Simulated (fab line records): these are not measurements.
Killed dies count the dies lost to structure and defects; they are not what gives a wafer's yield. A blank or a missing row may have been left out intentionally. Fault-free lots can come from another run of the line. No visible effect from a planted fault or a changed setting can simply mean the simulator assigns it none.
fab line records :: flow rit-cmos
record
  lots=5
  wafers=15
  last-day=7
route steps=202 shown GATE@76 FOX2@80
lots with no fault: from the same line, run without faults
start-h: the number of hours between the record's first day and the start of the first shown wafer of the lot :: wait-h: hours since the lot's step before :: " same as the row above :: L1.1+2: one row covering several wafers at once :: - no value, or no start given :: * or withheld: withheld :: < > ~ a bound
route shown NAME@n: names a module that has steps shown in the file, with the first one's number in the route :: usual: mean and standard deviation over wafers with no fault :: same: alike in all rows :: chamber/n: place in a boat :: sites: readings site by site :: _std_site: standard deviation across them :: _edge_site: outer sites' mean less inner sites' :: radius-mm: how far each site lies from the wafer's centre :: mask NAME#n: copy n :: behind: the most recent tool/chamber to have shaped the wafer :: hold: what put the lot on hold/how long, in hours/how the hold closed :: device: the n, p or np transistor that did not switch :: end of line: the tests these same wafers got at the end of their route :: a step given without rows: its recipe and nothing more :: killed: dies that structure and defects cost at the first sort, which is not the same as the wafer's yield :: map: a wafer's dies, marking killed ones x, the rest . and places with no die _
set.NAME: the setting that was run; set.NAME@STEP: the one run at that earlier step :: model.NAME: the simulator's own value behind a step, which no gauge read
a table for each step, a row for each wafer; lots at some steps of the route
services: when a tool's chamber went out of use (start-h, in hours from the record's first day, below 0 if earlier), for how many hours, and the reason
## steps
# step RIT_GATE_CLEAN_01
# recipe
  chemistry=SC1
  mix=3:3:50
  time-s=600
  temp-c=75
lot.wafer: L080.3+5+6
tool: wet-bench-02
chamber: 0
start-h: 67.42
wait-h: 0.0

lot.wafer: L086.2+5+6
tool: wet-bench-04
chamber: 1
start-h: 96.83
wait-h: 0.0

lot.wafer: L092.1+2+6
tool: wet-bench-04
chamber: 0
start-h: 129.02
wait-h: 0.0

lot.wafer: L094.1+4+6
tool: wet-bench-03
chamber: 1
start-h: 137.25
wait-h: 0.0

lot.wafer: L095.1+3+4
tool: wet-bench-04
chamber: 1
start-h: 142.21
wait-h: 0.0
# step RIT_GATE_CLEAN_02
# recipe
  chemistry=dHF
  dilution=50:1
  time-s=30
lot.wafer: L080.3+5+6
tool: wet-bench-03
chamber: 1
start-h: 67.60
wait-h: 0.0

lot.wafer: L086.2+5+6
tool: wet-bench-03
chamber: 3
start-h: 97.00
wait-h: 0.0

lot.wafer: L092.1+2+6
tool: wet-bench-03
chamber: 2
start-h: 129.20
wait-h: 0.0

lot.wafer: L094.1+4+6
tool: wet-bench-02
chamber: 3
start-h: 137.43
wait-h: 0.0

lot.wafer: L095.1+3+4
tool: wet-bench-02
chamber: 0
start-h: 142.38
wait-h: 0.0
# step RIT_GATE_CLEAN_03
# recipe
  chemistry=SC2
  mix=3:3:50
  time-s=600
  temp-c=75
  dry=n2-spin
lot.wafer: L080.3+5+6
tool: wet-bench-04
chamber: 0
start-h: 67.61
wait-h: 0.0

lot.wafer: L086.2+5+6
tool: wet-bench-02
chamber: 0
start-h: 97.02
wait-h: 0.0

lot.wafer: L092.1+2+6
tool: wet-bench-02
chamber: 1
start-h: 129.21
wait-h: 0.0

lot.wafer: L094.1+4+6
tool: wet-bench-04
chamber: 2
start-h: 137.44
wait-h: 0.0

lot.wafer: L095.1+3+4
tool: wet-bench-04
chamber: 2
start-h: 142.40
wait-h: 0.0
# step RIT_GATE_CLEAN_04
# recipe
  chemistry=dHF
  dilution=50:1
  time-s=60
  dry=n2-spin
lot.wafer: L080.3+5+6
tool: wet-bench-03
chamber: 0
start-h: 67.79
wait-h: 0.0

lot.wafer: L086.2+5+6
tool: wet-bench-04
chamber: 2
start-h: 97.20
wait-h: 0.0

lot.wafer: L092.1+2+6
tool: wet-bench-03
chamber: 1
start-h: 129.56
wait-h: 0.0

lot.wafer: L094.1+4+6
tool: wet-bench-02
chamber: 3
start-h: 137.62
wait-h: 0.0

lot.wafer: L095.1+3+4
tool: wet-bench-02
chamber: 3
start-h: 142.58
wait-h: 0.0
# step RIT_FOX2_THK_MEAS_91
# recipe
  reads=SiO2_of_FOX2_OXIDATION_00
# usual
  FIELD_OXIDE_LEFT_2_THK=254/6.2
lot.wafer: L080.3
tool: film-metro-02
chamber: -
start-h: 67.83
wait-h: 0.0
FIELD_OXIDE_LEFT_2_THK[nm]: 257

lot.wafer: L080.5
tool: film-metro-02
chamber: -
start-h: 67.83
wait-h: 0.0
FIELD_OXIDE_LEFT_2_THK[nm]: 258

lot.wafer: L080.6
tool: film-metro-02
chamber: -
start-h: 67.83
wait-h: 0.0
FIELD_OXIDE_LEFT_2_THK[nm]: 260

lot.wafer: L086.2
tool: film-metro-02
chamber: -
start-h: 97.23
wait-h: 0.0
FIELD_OXIDE_LEFT_2_THK[nm]: 256

lot.wafer: L086.5
tool: film-metro-02
chamber: -
start-h: 97.23
wait-h: 0.0
FIELD_OXIDE_LEFT_2_THK[nm]: 254

lot.wafer: L086.6
tool: film-metro-02
chamber: -
start-h: 97.23
wait-h: 0.0
FIELD_OXIDE_LEFT_2_THK[nm]: 256

lot.wafer: L092.1
tool: film-metro-04
chamber: -
start-h: 129.59
wait-h: 0.0
FIELD_OXIDE_LEFT_2_THK[nm]: 257

lot.wafer: L092.2
tool: film-metro-04
chamber: -
start-h: 129.59
wait-h: 0.0
FIELD_OXIDE_LEFT_2_THK[nm]: 256

lot.wafer: L092.6
tool: film-metro-04
chamber: -
start-h: 129.59
wait-h: 0.0
FIELD_OXIDE_LEFT_2_THK[nm]: 256

lot.wafer: L094.1
tool: film-metro-04
chamber: -
start-h: 137.64
wait-h: 0.0
FIELD_OXIDE_LEFT_2_THK[nm]: 245

lot.wafer: L094.4
tool: film-metro-04
chamber: -
start-h: 137.64
wait-h: 0.0
FIELD_OXIDE_LEFT_2_THK[nm]: 249

lot.wafer: L094.6
tool: film-metro-04
chamber: -
start-h: 137.64
wait-h: 0.0
FIELD_OXIDE_LEFT_2_THK[nm]: 246

lot.wafer: L095.1
tool: film-metro-04
chamber: -
start-h: 142.61
wait-h: 0.0
FIELD_OXIDE_LEFT_2_THK[nm]: 257

lot.wafer: L095.3
tool: film-metro-04
chamber: -
start-h: 142.61
wait-h: 0.0
FIELD_OXIDE_LEFT_2_THK[nm]: 265

lot.wafer: L095.4
tool: film-metro-04
chamber: -
start-h: 142.61
wait-h: 0.0
FIELD_OXIDE_LEFT_2_THK[nm]: 265
# step RIT_GATE_OXIDATION_05
# recipe
  temp-c=900
  ambient=O2
  target-thk-a=30
  ox-time-s=270
# usual
  spike-tc-source-C=921.9/1.5
lot.wafer: L080.3
tool: furnace-03
chamber: 0
start-h: 69.25
wait-h: 1.4
spike-tc-source-C: 923.1

lot.wafer: L080.5
tool: furnace-03
chamber: 0
start-h: 69.25
wait-h: 1.4
spike-tc-source-C: 923.1

lot.wafer: L080.6
tool: furnace-03
chamber: 0
start-h: 69.25
wait-h: 1.4
spike-tc-source-C: 921.7

lot.wafer: L086.2
tool: furnace-01
chamber: 0
start-h: 98.63
wait-h: 1.4
spike-tc-source-C: 924.0

lot.wafer: L086.5
tool: furnace-01
chamber: 0
start-h: 98.63
wait-h: 1.4
spike-tc-source-C: 922.2

lot.wafer: L086.6
tool: furnace-01
chamber: 0
start-h: 98.63
wait-h: 1.4
spike-tc-source-C: 922.9

lot.wafer: L092.1
tool: furnace-04
chamber: 0
start-h: 131.24
wait-h: 1.6
spike-tc-source-C: 922.4

lot.wafer: L092.2
tool: furnace-04
chamber: 0
start-h: 131.24
wait-h: 1.6
spike-tc-source-C: 920.9

lot.wafer: L092.6
tool: furnace-04
chamber: 0
start-h: 131.24
wait-h: 1.6
spike-tc-source-C: 921.0

lot.wafer: L094.1
tool: furnace-03
chamber: 0
start-h: 138.75
wait-h: 1.1
spike-tc-source-C: 924.2

lot.wafer: L094.4
tool: furnace-03
chamber: 0
start-h: 138.75
wait-h: 1.1
spike-tc-source-C: 923.5

lot.wafer: L094.6
tool: furnace-03
chamber: 0
start-h: 138.75
wait-h: 1.1
spike-tc-source-C: 923.1

lot.wafer: L095.1
tool: furnace-01
chamber: 0
start-h: 143.65
wait-h: 1.0
spike-tc-source-C: 921.1

lot.wafer: L095.3
tool: furnace-01
chamber: 0
start-h: 143.65
wait-h: 1.0
spike-tc-source-C: 921.6

lot.wafer: L095.4
tool: furnace-01
chamber: 0
start-h: 143.65
wait-h: 1.0
spike-tc-source-C: 922.3
# step RIT_GATE_ANNEAL_06
# recipe
  temp-c=900
  time-s=600
  ambient=N2O
# usual
  spike-tc-source-C=922.1/1.5
lot.wafer: L080.3
tool: furnace-01
chamber: 0
start-h: 71.53
wait-h: 1.2
spike-tc-source-C: 922.9

lot.wafer: L080.5
tool: furnace-01
chamber: 0
start-h: 71.53
wait-h: 1.2
spike-tc-source-C: 922.7

lot.wafer: L080.6
tool: furnace-01
chamber: 0
start-h: 71.53
wait-h: 1.2
spike-tc-source-C: 923.9

lot.wafer: L086.2
tool: furnace-01
chamber: 0
start-h: 99.71
wait-h: 0.0
spike-tc-source-C: 921.4

lot.wafer: L086.5
tool: furnace-01
chamber: 0
start-h: 99.71
wait-h: 0.0
spike-tc-source-C: 921.5

lot.wafer: L086.6
tool: furnace-01
chamber: 0
start-h: 99.71
wait-h: 0.0
spike-tc-source-C: 923.7

lot.wafer: L092.1
tool: furnace-04
chamber: 0
start-h: 134.25
wait-h: 1.9
spike-tc-source-C: 921.5

lot.wafer: L092.2
tool: furnace-04
chamber: 0
start-h: 134.25
wait-h: 1.9
spike-tc-source-C: 918.7

lot.wafer: L092.6
tool: furnace-04
chamber: 0
start-h: 134.25
wait-h: 1.9
spike-tc-source-C: 921.2

lot.wafer: L094.1
tool: furnace-01
chamber: 0
start-h: 140.16
wait-h: 0.3
spike-tc-source-C: 922.9

lot.wafer: L094.4
tool: furnace-01
chamber: 0
start-h: 140.16
wait-h: 0.3
spike-tc-source-C: 923.6

lot.wafer: L094.6
tool: furnace-01
chamber: 0
start-h: 140.16
wait-h: 0.3
spike-tc-source-C: 922.4

lot.wafer: L095.1
tool: furnace-03
chamber: 0
start-h: 146.24
wait-h: 1.5
spike-tc-source-C: 921.6

lot.wafer: L095.3
tool: furnace-03
chamber: 0
start-h: 146.24
wait-h: 1.5
spike-tc-source-C: 922.1

lot.wafer: L095.4
tool: furnace-03
chamber: 0
start-h: 146.24
wait-h: 1.5
spike-tc-source-C: 923.2
# step RIT_GATE_THK_MEAS_07
# recipe
  reads=SiO2_of_GATE_OXIDATION_05
# usual
  GATE_OXIDE_THK=3.00/0.072
lot.wafer: L080.3
tool: film-metro-03
chamber: -
start-h: 71.80
wait-h: 0.0
GATE_OXIDE_THK[nm]: 3.03

lot.wafer: L080.5
tool: film-metro-03
chamber: -
start-h: 71.80
wait-h: 0.0
GATE_OXIDE_THK[nm]: 2.97

lot.wafer: L080.6
tool: film-metro-03
chamber: -
start-h: 71.80
wait-h: 0.0
GATE_OXIDE_THK[nm]: 2.98

lot.wafer: L086.2
tool: film-metro-03
chamber: -
start-h: 99.97
wait-h: 0.0
GATE_OXIDE_THK[nm]: 2.92

lot.wafer: L086.5
tool: film-metro-03
chamber: -
start-h: 99.97
wait-h: 0.0
GATE_OXIDE_THK[nm]: 3.04

lot.wafer: L086.6
tool: film-metro-03
chamber: -
start-h: 99.97
wait-h: 0.0
GATE_OXIDE_THK[nm]: 2.93

lot.wafer: L092.1
tool: film-metro-04
chamber: -
start-h: 134.50
wait-h: 0.0
GATE_OXIDE_THK[nm]: 3.03

lot.wafer: L092.2
tool: film-metro-04
chamber: -
start-h: 134.50
wait-h: 0.0
GATE_OXIDE_THK[nm]: 3.03

lot.wafer: L092.6
tool: film-metro-04
chamber: -
start-h: 134.50
wait-h: 0.0
GATE_OXIDE_THK[nm]: 3.06

lot.wafer: L094.1
tool: film-metro-02
chamber: -
start-h: 140.41
wait-h: 0.0
GATE_OXIDE_THK[nm]: 3.06

lot.wafer: L094.4
tool: film-metro-02
chamber: -
start-h: 140.41
wait-h: 0.0
GATE_OXIDE_THK[nm]: 3.05

lot.wafer: L094.6
tool: film-metro-02
chamber: -
start-h: 140.41
wait-h: 0.0
GATE_OXIDE_THK[nm]: 2.99

lot.wafer: L095.1
tool: film-metro-03
chamber: -
start-h: 146.49
wait-h: 0.0
GATE_OXIDE_THK[nm]: 2.99

lot.wafer: L095.3
tool: film-metro-03
chamber: -
start-h: 146.49
wait-h: 0.0
GATE_OXIDE_THK[nm]: 2.99

lot.wafer: L095.4
tool: film-metro-03
chamber: -
start-h: 146.49
wait-h: 0.0
GATE_OXIDE_THK[nm]: 2.98
# step RIT_GATE_CVD_08
# recipe
  material=poly-Si
  target-thk-nm=250
  temp-c=610
  precursor=SiH4
  time-s=2220
  pressure-mtorr=300
  sih4-flow-sccm=100
# usual
  spike-tc-source-C=629.8/2
lot.wafer: L080.3
tool: lpcvd-02
chamber: 1
start-h: 71.84
wait-h: 0.0
spike-tc-source-C: 633.4

lot.wafer: L080.5
tool: lpcvd-02
chamber: 1
start-h: 71.84
wait-h: 0.0
spike-tc-source-C: 634.8

lot.wafer: L080.6
tool: lpcvd-02
chamber: 1
start-h: 71.84
wait-h: 0.0
spike-tc-source-C: 633.8

lot.wafer: L086.2
tool: lpcvd-01
chamber: 0
start-h: 100.11
wait-h: 0.1
spike-tc-source-C: 627.2

lot.wafer: L086.5
tool: lpcvd-01
chamber: 0
start-h: 100.11
wait-h: 0.1
spike-tc-source-C: 631.7

lot.wafer: L086.6
tool: lpcvd-01
chamber: 0
start-h: 100.11
wait-h: 0.1
spike-tc-source-C: 630.5

lot.wafer: L092.1
tool: lpcvd-01
chamber: 0
start-h: 134.56
wait-h: 0.1
spike-tc-source-C: 630.2

lot.wafer: L092.2
tool: lpcvd-01
chamber: 0
start-h: 134.56
wait-h: 0.1
spike-tc-source-C: 630.0

lot.wafer: L092.6
tool: lpcvd-01
chamber: 0
start-h: 134.56
wait-h: 0.1
spike-tc-source-C: 629.5

lot.wafer: L094.1
tool: lpcvd-01
chamber: 1
start-h: 140.47
wait-h: 0.1
spike-tc-source-C: 629.3

lot.wafer: L094.4
tool: lpcvd-01
chamber: 1
start-h: 140.47
wait-h: 0.1
spike-tc-source-C: 627.8

lot.wafer: L094.6
tool: lpcvd-01
chamber: 1
start-h: 140.47
wait-h: 0.1
spike-tc-source-C: 629.4

lot.wafer: L095.1
tool: lpcvd-02
chamber: 1
start-h: 146.55
wait-h: 0.1
spike-tc-source-C: 633.4

lot.wafer: L095.3
tool: lpcvd-02
chamber: 1
start-h: 146.55
wait-h: 0.1
spike-tc-source-C: 633.5

lot.wafer: L095.4
tool: lpcvd-02
chamber: 1
start-h: 146.55
wait-h: 0.1
spike-tc-source-C: 632.1
# step RIT_GATE_THK_MEAS_09
# recipe
  reads=poly-Si_of_GATE_CVD_08
# usual
  GATE_POLY_THK=248.5/2.4
lot.wafer: L080.3
tool: film-metro-03
chamber: -
start-h: 73.47
wait-h: 0.0
GATE_POLY_THK[nm]: 250.3

lot.wafer: L080.5
tool: film-metro-03
chamber: -
start-h: 73.47
wait-h: 0.0
GATE_POLY_THK[nm]: 253.0

lot.wafer: L080.6
tool: film-metro-03
chamber: -
start-h: 73.47
wait-h: 0.0
GATE_POLY_THK[nm]: 251.1

lot.wafer: L086.2
tool: film-metro-02
chamber: -
start-h: 101.73
wait-h: 0.0
GATE_POLY_THK[nm]: 249.1

lot.wafer: L086.5
tool: film-metro-02
chamber: -
start-h: 101.73
wait-h: 0.0
GATE_POLY_THK[nm]: 248.7

lot.wafer: L086.6
tool: film-metro-02
chamber: -
start-h: 101.73
wait-h: 0.0
GATE_POLY_THK[nm]: 248.6

lot.wafer: L092.1
tool: film-metro-04
chamber: -
start-h: 136.98
wait-h: 0.0
GATE_POLY_THK[nm]: 246.0

lot.wafer: L092.2
tool: film-metro-04
chamber: -
start-h: 136.98
wait-h: 0.0
GATE_POLY_THK[nm]: 245.0

lot.wafer: L092.6
tool: film-metro-04
chamber: -
start-h: 136.98
wait-h: 0.0
GATE_POLY_THK[nm]: 246.8

lot.wafer: L094.1
tool: film-metro-03
chamber: -
start-h: 142.89
wait-h: 0.0
GATE_POLY_THK[nm]: 247.3

lot.wafer: L094.4
tool: film-metro-03
chamber: -
start-h: 142.89
wait-h: 0.0
GATE_POLY_THK[nm]: 246.5

lot.wafer: L094.6
tool: film-metro-03
chamber: -
start-h: 142.89
wait-h: 0.0
GATE_POLY_THK[nm]: 247.2

lot.wafer: L095.1
tool: film-metro-03
chamber: -
start-h: 148.17
wait-h: 0.0
GATE_POLY_THK[nm]: 248.7

lot.wafer: L095.3
tool: film-metro-03
chamber: -
start-h: 148.17
wait-h: 0.0
GATE_POLY_THK[nm]: 247.2

lot.wafer: L095.4
tool: film-metro-03
chamber: -
start-h: 148.17
wait-h: 0.0
GATE_POLY_THK[nm]: 247.9
# step RIT_GATE_HMDS_10
# recipe
  prime-time-s=60
  prime-temp-c=140
lot.wafer: L080.3+5+6
tool: litho-track-01
chamber: 0
start-h: 73.64
wait-h: 0.2

lot.wafer: L086.2+5+6
tool: litho-track-02
chamber: 0
start-h: 101.81
wait-h: 0.1

lot.wafer: L092.1+2+6
tool: litho-track-01
chamber: 0
start-h: 137.04
wait-h: 0.1

lot.wafer: L094.1+4+6
tool: litho-track-01
chamber: 0
start-h: 143.09
wait-h: 0.2

lot.wafer: L095.1+3+4
tool: litho-track-04
chamber: 0
start-h: 148.23
wait-h: 0.1
# step RIT_GATE_COAT_11
# recipe
  resist=NOVOLAK
  spin-rpm=4250
  resist-thk-nm=850
lot.wafer: L080.3+5+6
tool: litho-track-01
chamber: 0
start-h: 73.79
wait-h: 0.1

lot.wafer: L086.2+5+6
tool: litho-track-02
chamber: 0
start-h: 101.96
wait-h: 0.1

lot.wafer: L092.1+2+6
tool: litho-track-01
chamber: 0
start-h: 137.19
wait-h: 0.1

lot.wafer: L094.1+4+6
tool: litho-track-01
chamber: 0
start-h: 143.24
wait-h: 0.1

lot.wafer: L095.1+3+4
tool: litho-track-04
chamber: 0
start-h: 148.38
wait-h: 0.1
# step RIT_GATE_SOFTBAKE_12
# recipe
  resist=NOVOLAK
  temp-c=90
  time-s=60
lot.wafer: L080.3+5+6
tool: litho-track-01
chamber: 0
start-h: 73.94
wait-h: 0.1

lot.wafer: L086.2+5+6
tool: litho-track-02
chamber: 0
start-h: 102.11
wait-h: 0.1

lot.wafer: L092.1+2+6
tool: litho-track-01
chamber: 0
start-h: 137.34
wait-h: 0.1

lot.wafer: L094.1+4+6
tool: litho-track-01
chamber: 0
start-h: 143.39
wait-h: 0.1

lot.wafer: L095.1+3+4
tool: litho-track-04
chamber: 0
start-h: 148.53
wait-h: 0.1
# step RIT_GATE_EXPOSE_13
# recipe
  mask-id=M6
  na=0.6
  source-shape=conventional
  sigma-outer=0.6
  target-cd-nm=150
  dose-mj=380
lot.wafer: L080.3+5+6
tool: iline-stepper-02
chamber: 0
start-h: 74.08
wait-h: 0.1
mask: M6#0

lot.wafer: L086.2+5+6
tool: iline-stepper-01
chamber: 0
start-h: 102.38
wait-h: 0.2
mask: M6#0

lot.wafer: L092.1+2+6
tool: iline-stepper-01
chamber: 0
start-h: 137.49
wait-h: 0.1
mask: M6#0

lot.wafer: L094.1+4+6
tool: iline-stepper-02
chamber: 0
start-h: 143.67
wait-h: 0.2
mask: M6#0

lot.wafer: L095.1+3+4
tool: iline-stepper-02
chamber: 0
start-h: 148.68
wait-h: 0.1
mask: M6#0
# step RIT_GATE_PEB_14
# recipe
  resist=NOVOLAK
  temp-c=withheld
  time-s=withheld
lot.wafer: L080.3+5+6
tool: litho-track-04
chamber: 0
start-h: 74.21
wait-h: 0.1

lot.wafer: L086.2+5+6
tool: litho-track-04
chamber: 0
start-h: 102.50
wait-h: 0.1

lot.wafer: L092.1+2+6
tool: litho-track-02
chamber: 0
start-h: 137.61
wait-h: 0.1

lot.wafer: L094.1+4+6
tool: litho-track-02
chamber: 0
start-h: 143.78
wait-h: 0.1

lot.wafer: L095.1+3+4
tool: litho-track-02
chamber: 0
start-h: 148.80
wait-h: 0.1
# step RIT_GATE_DEVELOP_15
# recipe
  resist=NOVOLAK
  develop-time-s=50
  dev-temp-c=23
# same
  develop-time-s=50
lot.wafer: L080.3+5+6
tool: litho-track-04
chamber: 0
start-h: -
wait-h: -

lot.wafer: L086.2+5+6
tool: litho-track-04
chamber: 0
start-h: -
wait-h: -

lot.wafer: L092.1+2+6
tool: litho-track-02
chamber: 0
start-h: -
wait-h: -

lot.wafer: L094.1+4+6
tool: litho-track-02
chamber: 0
start-h: -
wait-h: -

lot.wafer: L095.1+3+4
tool: litho-track-02
chamber: 0
start-h: -
wait-h: -
# step RIT_GATE_CD_MEAS_16
# recipe
  target-cd-nm=150
# usual
  cd-nm=151/3.1
lot.wafer: L080.3
tool: cd-sem-02
chamber: -
start-h: 74.48
wait-h: -
cd-nm: 157

lot.wafer: L080.5
tool: cd-sem-02
chamber: -
start-h: 74.48
wait-h: -
cd-nm: 155

lot.wafer: L080.6
tool: cd-sem-02
chamber: -
start-h: 74.48
wait-h: -
cd-nm: 154

lot.wafer: L086.2
tool: cd-sem-01
chamber: -
start-h: 102.78
wait-h: -
cd-nm: 146

lot.wafer: L086.5
tool: cd-sem-01
chamber: -
start-h: 102.78
wait-h: -
cd-nm: 150

lot.wafer: L086.6
tool: cd-sem-01
chamber: -
start-h: 102.78
wait-h: -
cd-nm: 147

lot.wafer: L092.1
tool: cd-sem-02
chamber: -
start-h: 137.89
wait-h: -
cd-nm: 152

lot.wafer: L092.2
tool: cd-sem-02
chamber: -
start-h: 137.89
wait-h: -
cd-nm: 150

lot.wafer: L092.6
tool: cd-sem-02
chamber: -
start-h: 137.89
wait-h: -
cd-nm: 150

lot.wafer: L094.1
tool: cd-sem-01
chamber: -
start-h: 144.07
wait-h: -
cd-nm: 150

lot.wafer: L094.4
tool: cd-sem-01
chamber: -
start-h: 144.07
wait-h: -
cd-nm: 152

lot.wafer: L094.6
tool: cd-sem-01
chamber: -
start-h: 144.07
wait-h: -
cd-nm: 152

lot.wafer: L095.1
tool: cd-sem-02
chamber: -
start-h: 149.08
wait-h: -
cd-nm: 148

lot.wafer: L095.3
tool: cd-sem-02
chamber: -
start-h: 149.08
wait-h: -
cd-nm: 148

lot.wafer: L095.4
tool: cd-sem-02
chamber: -
start-h: 149.08
wait-h: -
cd-nm: 147
## services
tool: iline-stepper-01
chamber: -
start-h: 52.50
hours: 0.8
kind: repair

tool: iline-stepper-01
chamber: -
start-h: 65.92
hours: 1.7
kind: pm

tool: lpcvd-01
chamber: -
start-h: 73.17
hours: 6.1
kind: pm

tool: iline-stepper-02
chamber: -
start-h: 82.73
hours: 1.7
kind: pm

tool: furnace-01
chamber: -
start-h: 105.04
hours: 13.4
kind: pm

tool: iline-stepper-02
chamber: 0
start-h: 119.09
hours: -
kind: calibration

tool: furnace-04
chamber: -
start-h: 142.22
hours: 4.1
kind: pm
## key
fault none
